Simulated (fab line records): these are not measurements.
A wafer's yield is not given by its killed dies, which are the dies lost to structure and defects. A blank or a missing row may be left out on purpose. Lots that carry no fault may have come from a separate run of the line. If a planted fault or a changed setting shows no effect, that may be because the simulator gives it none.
A struck lot beside a sound one	flow rit-cmos	28 steps out of a route of 202
Sound: these wafers, L473.2, L473.3, L473.4. Struck: wafers L476.2, L476.3, L476.5. The cause is named last.
Each step with rows lists, per side, the tool, then ch with its chambers, then its first start. Under that, the readings that differ: sound wafers	struck wafers	difference of the means	sigmas: that difference in standard deviations of wafers without a fault.
alike: words and numbers the same on both sides, and readings whose means are apart by under 2 such deviations; not compared: readings that were withheld, readings missing a value for some wafer, numbers with overlapping values and no deviation given by the record, and bounds like >300 which may hide the same value.
A row with sigmas, a row that says differs or no value, or rows on one side alone: a step with any of these is where the two part. When numbers do not overlap yet have no deviation, they are printed without sigmas and do not part them. A reading missing from all wafers of one side parts the sides only when that side holds two or more wafers.

RIT_ACTIVE_BOW_MEAS_00:
  sound on film-metro-02 at day 2 16:01; struck on film-metro-01 at day 3 07:01
  alike: INCOMING_BOW
RIT_ACTIVE_OXIDATION_01: target thk 46.8 nm, ox time 3317 s.
  sound on furnace-01 ch 0, day 2 18:40; struck on furnace-01 ch 0, day 3 08:34
reading	sound	struck	difference	sigmas
spike-tc-centre-C (C)	1000.2 1002.0 1003.4	1016.8 1017.3 1017.3	+15.3	+13
spike-tc-load-C (C)	1026.0 1025.2 1026.1	1038.1 1040.2 1040.1	+13.7	+12
spike-tc-source-C (C)	1024.0 1024.4 1022.2	1040.1 1040.9 1039.2	+16.5	+8
tube-center-temp-C (C)	1000.2 999.88 999.93	1015 1014.9 1015	+15	+99 or more
tube_center_temp_C_max	1001.9 1002.5 1002.7	1017.6 1017.3 1017.9	+15.2	+35
model.SiO2_of_ACTIVE_OXIDATION_01.thk-nm (nm)	46.48 45.5 45.57	53.63 52.99 53.3	+7.46	
  alike: zone-power-centre-pct
RIT_ACTIVE_THK_MEAS_02:
  sound on film-metro-02 at day 2 20:37; struck on film-metro-01 at day 3 10:30
reading	sound	struck	difference	sigmas
ACTIVE_OXIDE_THK (nm)	46.5 45.5 45.5	53.6 53.0 53.3	+7.5	+9
then, 1 step without rows for these wafers: RIT_ACTIVE_CVD_03 (deposits Si3N4 from SiH2Cl2/NH3, target thk 150 nm, time 1500 s).
RIT_ACTIVE_THK_MEAS_04:
  sound on film-metro-02 at day 2 22:05; struck on film-metro-01 at day 3 11:59
  alike: ACTIVE_NITRIDE_THK
then, 6 steps without rows for these wafers: RIT_ACTIVE_HMDS_05 (prime time 60 s); RIT_ACTIVE_COAT_06 (resist thk 1000 nm); RIT_ACTIVE_SOFTBAKE_07 (time 60 s); RIT_ACTIVE_EXPOSE_08 (exposes mask M1, target cd 1400 nm); RIT_ACTIVE_PEB_09; RIT_ACTIVE_DEVELOP_10 (develop time 50 s).
RIT_ACTIVE_CD_MEAS_11: target cd 1400 nm.
  sound on cd-sem-01 at day 2 23:08; struck on cd-sem-01 at day 3 13:02
  alike: cd-nm
then, 1 step without rows for these wafers: RIT_ACTIVE_HARDBAKE_12 (time 60 s).
RIT_ACTIVE_ETCH_13: etches Si3N4 in SF6, stops on SiO2, time 210 s, target depth 210 nm.
  sound on rie-diel-03 ch 0,1,3, day 2 23:31; struck on rie-diel-04 ch 2,3, day 3 13:17
reading	sound	struck	difference	sigmas
oes-product-au (a.u.)	0.857 0.838 0.831	0.832 0.793 0.793	-0.036	-2
  alike: drypump-motor-current-A, throttle-valve-pct
  not compared: rf-hours-counter-h
RIT_ACTIVE_STRIP_14: strips in O2, time 180 s.
  sound on plasma-asher-03 ch 0,1, day 2 23:38; struck on plasma-asher-04 ch 0,1, day 3 13:25
  alike: drypump-motor-current-A
  not compared: rf-hours-counter-h
RIT_ACTIVE_CD_MEAS_90: target cd 1400 nm.
  sound on cd-sem-01 at day 2 23:50; struck on cd-sem-02 at day 3 13:36
  alike: cd-nm
then, 4 steps without rows for these wafers: RIT_ACTIVE_CLEAN_15 (cleans in SC1, time 600 s); RIT_ACTIVE_CLEAN_16 (cleans in dHF, time 30 s); RIT_ACTIVE_CLEAN_17 (cleans in SC2, time 600 s); RIT_FOX1_OXIDATION_00 (target thk 350.7 nm, ox time 1130 s).
RIT_FOX1_THK_MEAS_01:
  sound on film-metro-02 at day 3 03:29; struck on film-metro-03 at day 3 15:50
reading	sound	struck	difference	sigmas
FOX1_OXIDE_THK (nm)	355 360 358	346 336 340	-17	-3
then, 2 steps without rows for these wafers: RIT_FOX1_WET_ETCH_02 (etches SiO2 in BOE, target depth 350 nm, time 390 s); RIT_FOX2_OXIDATION_00 (target thk 350.7 nm, ox time 1082 s).
RIT_FOX2_THK_MEAS_01:
  sound on film-metro-03 at day 3 07:16; struck on film-metro-03 at day 3 17:33
  alike: FOX2_OXIDE_THK
then, 1 step without rows for these wafers: RIT_FOX2_CLEAN_02 (cleans in dHF, time 180 s).
RIT_FOX2_WET_ETCH_03: etches Si3N4 in H3PO4, target depth 195 nm, time 2700 s.
  sound on wet-bench-04 ch 3, day 3 07:22; struck on wet-bench-03 ch 2, day 3 17:40
reading	sound	struck	difference	sigmas
model.SiO2_of_ACTIVE_OXIDATION_01.thk-nm (nm)	41.26 40.03 38.02	47.69 46.46 46.73	+7.19	
RIT_FOX2_THK_MEAS_90:
  sound on film-metro-04 at day 3 08:08; struck on film-metro-02 at day 3 18:26
  alike: FIELD_OXIDE_LEFT_1_THK
RIT_M1_PROBE_99:
  sound on prober-01 at day 4 23:41; struck on prober-02 at day 5 11:41
reading	sound	struck	difference	sigmas
killed_at_M0_to_M3	0 0 1	0 0 0	+0	-3
model.etest.pldd.width-nm (nm)	3216 3222 3222	3134 3142 3152	-77	
model.etest.nldd.width-nm (nm)	3202 3204 3213	3132 3147 3150	-63	
model.etest.pplus-sal.width-nm (nm)	3454 3464 3490	3395 3439 3448	-42	
model.etest.nmos-narrow.drive-ua-um	224.2 227.6 229.2	204.2 210.6 209	-19.1	
model.etest.pmos-narrow.drive-ua-um	102.2 104.4 103.9	93.02 95.31 93.67	-9.50	
  alike: killed-at-front-end, killed-dies, killed-open, killed-short
  not compared: model.etest.nplus-sal.width-nm

## WHERE THEY PART
Earliest at RIT_ACTIVE_OXIDATION_01; latest, in this record, at RIT_M1_PROBE_99.

WHY: what the simulator had put in
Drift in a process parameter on furnace-01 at RIT_ACTIVE_OXIDATION_01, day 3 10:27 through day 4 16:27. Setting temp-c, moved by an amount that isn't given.
